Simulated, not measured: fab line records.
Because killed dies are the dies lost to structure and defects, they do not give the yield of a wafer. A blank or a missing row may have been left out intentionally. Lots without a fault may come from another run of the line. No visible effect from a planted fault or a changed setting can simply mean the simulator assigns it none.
The same fault as seen by 2 desks | flow berkeley_cmos170 | every desk sees just its own numbers, and what lay behind them comes last

## DESK OF THE TOOL OWNER: litho_track-04
For each lot that ran on this tool, the mean over its sampled wafers that have a number, from the tool's own readings at UCB170_M3_COAT_09. A lot is out of limits, marked OUT, if its mean lies more than 4 standard deviations from the usual mean; the brackets give that distance.
Columns: A = dispense_pressure_kPa at UCB170_M3_COAT_09, usual 49.7 kPa; B = exhaust_pa at UCB170_M3_COAT_09, usual 45.1 Pa; C = spin_speed_rpm at UCB170_M3_COAT_09, usual 3000.2 rpm
lot  | first seen here | A    | B    | C
L338 | day 8 18:06     | 52.0 | 45.1 | 3000.0
L355 | day 13 07:04    | 52.0 | 45.1 | 3402.4 (+99 or more) OUT
L359 | day 13 07:56    | 52.0 | 45.5 | 3402.2 (+99 or more) OUT
This desk's verdict: out of limits on L355, L359, starting with L355 at day 13 07:04 (spin_speed_rpm at UCB170_M3_COAT_09). L338: within limits.

## FROM THE METROLOGY DESK
Lot by lot, what the gauges showed, no matter which tool ran the lot: averages of those sampled wafers that carry a number. A lot is out of limits, marked OUT, if its mean lies more than 4 standard deviations from the usual mean; the brackets give that distance.
Columns: A = cd_nm at UCB170_V2_CD_MEAS_90, usual 700.3 nm; B = M3_AL_RS at UCB170_M3_RS_MEAS_02, usual 0.0321 ohm/sq; C = M3_AL_THK at UCB170_M3_THK_MEAS_03, usual 888 nm
lot  | first seen here | A     | B      | C
L338 | day 8 16:44     | 700.4 | 0.0316 | 903
L350 | day 11 06:13    | 698.5 | 0.0324 | 881
L354 | day 12 13:25    | 700.5 | 0.0328 | 865
L355 | day 13 05:39    | 700.5 | 0.0320 | 892
L360 | day 13 06:08    | 700.3 | 0.0314 | 913
L359 | day 13 06:16    | 699.3 | 0.0321 | 882
Finding of this desk: none of the 6 lots has anything out of limits.

## ALL TOGETHER
The tool owner's desk could have raised an alarm at day 13 07:04, on L355, L359.
Nothing out of limits was seen by the metrology desk.
The metrology desk has L355, L359 on record, within its limits.
On litho_track-04, each named lot ran UCB170_M3_COAT_09.

## WHAT THE SIMULATOR PUT IN
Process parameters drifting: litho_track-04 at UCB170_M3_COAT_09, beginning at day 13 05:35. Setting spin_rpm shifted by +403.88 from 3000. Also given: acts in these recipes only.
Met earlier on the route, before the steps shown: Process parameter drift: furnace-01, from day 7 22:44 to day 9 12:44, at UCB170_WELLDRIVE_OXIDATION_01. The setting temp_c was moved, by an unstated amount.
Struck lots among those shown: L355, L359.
Time in hours from fault onset to the first out-of-limits reading at each desk: the tool owner's desk, 1.
